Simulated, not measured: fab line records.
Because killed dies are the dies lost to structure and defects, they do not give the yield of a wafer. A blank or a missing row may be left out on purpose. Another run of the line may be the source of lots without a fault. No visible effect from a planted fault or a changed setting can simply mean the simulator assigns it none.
A lot that was struck, set against a sound lot	flow ritCmos	17 out of 202 route steps
Sound: these wafers, L377.2, L377.3, L377.5. Struck: wafers L389.2, L389.3, L389.6. At the end, the cause is stated.
At each step with rows: each side's tool, then ch and its chambers, then its first start. Under that, the readings that differ: sound wafers	struck wafers	difference of the means	sigmas: that difference in standard deviations of wafers without a fault.
alike: a reading whose means differ by less than 2 such deviations, as well as words and numbers matching on both sides. not compared: withheld readings; readings where some wafer has no value; bounds like >300 that might hide an equal value; numbers whose values overlap and for which the record gives no deviation.
Wherever a step has rows on one side only, a row that says differs or no value, or a row with sigmas, the two part there. Non-overlapping numbers with no deviation appear without sigmas and do not part them. A reading that every wafer of one side lacks parts them only if that side has two wafers or more.

first, 2 steps without rows for these wafers: RIT_NRETRO_HARDBAKE_07 (time 120 s); RIT_NRETRO_IMPLANT_08.
RIT_NRETRO_STRIP_09: strips in O2, time 180 s.
  sound on plasmaAsher-04 ch 0,1, day 2 21:38; struck on plasmaAsher-03 ch 0,1, day 5 08:10
  alike: drypumpMotorCurrentA
  not compared: rfHoursCounterH
RIT_NRETRO_TW_MEAS_10:
  sound: filmMetro-04 at day 2 21:49; struck: filmMetro-03 at day 5 08:21
  alike: NRETRO_TW
then, 6 steps without rows for these wafers: RIT_PRETRO_HMDS_00 (prime time 60 s); RIT_PRETRO_COAT_01 (resist thk 1300 nm); RIT_PRETRO_SOFTBAKE_02 (time 60 s); RIT_PRETRO_EXPOSE_03 (exposes mask M5, target cd 43700 nm); RIT_PRETRO_PEB_04; RIT_PRETRO_DEVELOP_05 (develop time 68 s).
RIT_PRETRO_OVL_MEAS_06:
  sound: overlay-01 at day 2 22:46; struck: overlay-01 at day 5 09:17
  alike: PRETRO_OVL
then, 1 step without rows for these wafers: RIT_PRETRO_HARDBAKE_07 (time 120 s).
RIT_PRETRO_IMPLANT_08:
  sound on implanter-04 ch 0, day 2 23:04; struck on implanter-02 ch 0, day 5 09:35
reading	sound	struck	difference	sigmas
beamEnergyKeV	44.996 44.992 44.997	60.742 60.766 60.771	+15.765	+99 or more
model.implant.rpNm (nm)	137.1 137.1 137.1	187.1 187.1 187.1	+50.0	
model.implant.drpNm (nm)	55.07 55.07 55.07	65.12 65.12 65.12	+10.05	
RIT_PRETRO_STRIP_09: strips in O2, time 180 s.
  sound on plasmaAsher-02 ch 0,1, day 2 23:11; struck on plasmaAsher-03 ch 0,1, day 5 09:43
  alike: drypumpMotorCurrentA
  not compared: rfHoursCounterH
RIT_PRETRO_TW_MEAS_10:
  sound: filmMetro-02 at day 2 23:22; struck: filmMetro-02 at day 5 09:54
reading	sound	struck	difference	sigmas
PRETRO_TW	468.6 470.3 470.4	494.3 495.3 496.9	+25.7	+10
then, 1 step without rows for these wafers: RIT_GATE_WET_ETCH_00 (etches SiO2 in BOE, target depth 56 nm, time 60 s).
RIT_M1_PROBE_99:
  sound: prober-02 at day 4 01:37; struck: prober-02 at day 6 12:20
reading	sound	struck	difference	sigmas
model.etest.nmos_0p3.rOnOhmUm	2172 2144 2200	2038 2043 2016	-140	
model.etest.nmosTurned.driveUaUm	314.7 324.7 312.9	363.7 352.3 366.4	+43.4	
model.etest.nmos_0p15.driveUaUm	458.9 472.1 462.4	509.3 484.3 503.6	+34.6	
model.etest.nmosNarrow.driveUaUm	221.3 223.8 220.2	254.7 251.4 247.1	+29.3	
model.etest.nmos_0p3.driveUaUm	221.2 221.7 215.8	256.8 251.7 254.2	+34.7	
model.etest.retroEdgeNmos.offLog10AUm	-10.03 -10.04 -9.931	-8.679 -9.256 -8.819	+1.082	
model.etest.nmos_0p15.offLog10AUm	-10.13 -10.14 -10.12	-8.898 -9.344 -8.959	+1.063	
  alike: killedAtContacts, killedAtFrontEnd, killedDies, killedOpen, killedShort
  not compared: model.etest.nmos_0p15.rOnOhmUm

WHERE THEY PART
First at RIT_PRETRO_IMPLANT_08; last, within this record, at RIT_PRETRO_TW_MEAS_10. Later steps at which nothing parts them and some readings are alike: RIT_M1_PROBE_99.

WHY: whatever the simulator had introduced
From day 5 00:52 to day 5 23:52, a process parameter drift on implanter-02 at RIT_PRETRO_IMPLANT_08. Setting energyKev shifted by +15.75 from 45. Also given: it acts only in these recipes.
